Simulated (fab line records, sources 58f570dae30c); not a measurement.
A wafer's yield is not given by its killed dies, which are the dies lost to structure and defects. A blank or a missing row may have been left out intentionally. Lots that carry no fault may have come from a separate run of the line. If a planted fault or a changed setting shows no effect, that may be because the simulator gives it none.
The same fault as seen by 2 desks || flow berkeley-cmos170 || every desk sees just its own numbers, and what lay behind them comes last

## AT THE TOOL OWNER'S DESK: rie-diel-04
The tool's own readings at UCB170_V2_ETCH_14 (etches SiO2 in CHF3/CF4/Ar, stops on Al, target depth 1250 nm, time 291 s): means of the sampled wafers that have a number, for each lot that ran on this tool. The brackets show how far a lot's mean lies from the usual mean; more than 4 standard deviations puts the lot out of limits, marked OUT.
Columns: A = drypump-motor-current-A at UCB170_V2_ETCH_14, usual 5.7 A; B = mfc-ar-sccm at UCB170_V2_ETCH_14, usual 150.0 sccm; C = oes-product-au at UCB170_V2_ETCH_14, usual 0.872 a.u.; D = throttle-valve-pct at UCB170_V2_ETCH_14, usual 6.96 %
{"lot": "L920", "first seen here": "day 8 17:27", "A": 5.8, "B": 149.6, "C": 0.872, "D": 6.93}
{"lot": "L926", "first seen here": "day 9 23:16", "A": 5.7, "B": 150.0, "C": 0.877, "D": 6.84}
{"lot": "L932", "first seen here": "day 11 11:27", "A": 5.9, "B": 150.1, "C": 0.870, "D": 6.98}
Finding of this desk: none of the 3 lots has anything out of limits.

## FROM THE METROLOGY DESK
What the gauges read, lot by lot, whatever tool the lot ran on: means of the sampled wafers that have a number. The brackets show how far a lot's mean lies from the usual mean; more than 4 standard deviations puts the lot out of limits, marked OUT.
Columns: A = cd-nm at UCB170_M3_CD_MEAS_90, usual 701 nm
{"lot": "L919", "first seen here": "day 8 20:25", "A": 704}
{"lot": "L920", "first seen here": "day 8 20:49", "A": 703}
{"lot": "L924", "first seen here": "day 10 02:01", "A": 704}
{"lot": "L922", "first seen here": "day 10 02:58", "A": 695}
{"lot": "L926", "first seen here": "day 10 03:13", "A": 700}
{"lot": "L925", "first seen here": "day 10 06:48", "A": 696}
{"lot": "L929", "first seen here": "day 11 04:49", "A": 701}
{"lot": "L928", "first seen here": "day 11 11:17", "A": 701}
{"lot": "L931", "first seen here": "day 11 13:49", "A": 695}
{"lot": "L932", "first seen here": "day 11 14:22", "A": 701}
{"lot": "L941", "first seen here": "day 13 16:23", "A": 703}
{"lot": "L938", "first seen here": "day 13 16:35", "A": 700}
{"lot": "L942", "first seen here": "day 14 03:45", "A": 708}
Finding of this desk: none of the 13 lots has anything out of limits.

## ALL TOGETHER
Nothing out of limits was seen by the tool owner's desk.
Nothing out of limits was seen by the metrology desk.

## WHAT THE SIMULATOR HAD INSERTED
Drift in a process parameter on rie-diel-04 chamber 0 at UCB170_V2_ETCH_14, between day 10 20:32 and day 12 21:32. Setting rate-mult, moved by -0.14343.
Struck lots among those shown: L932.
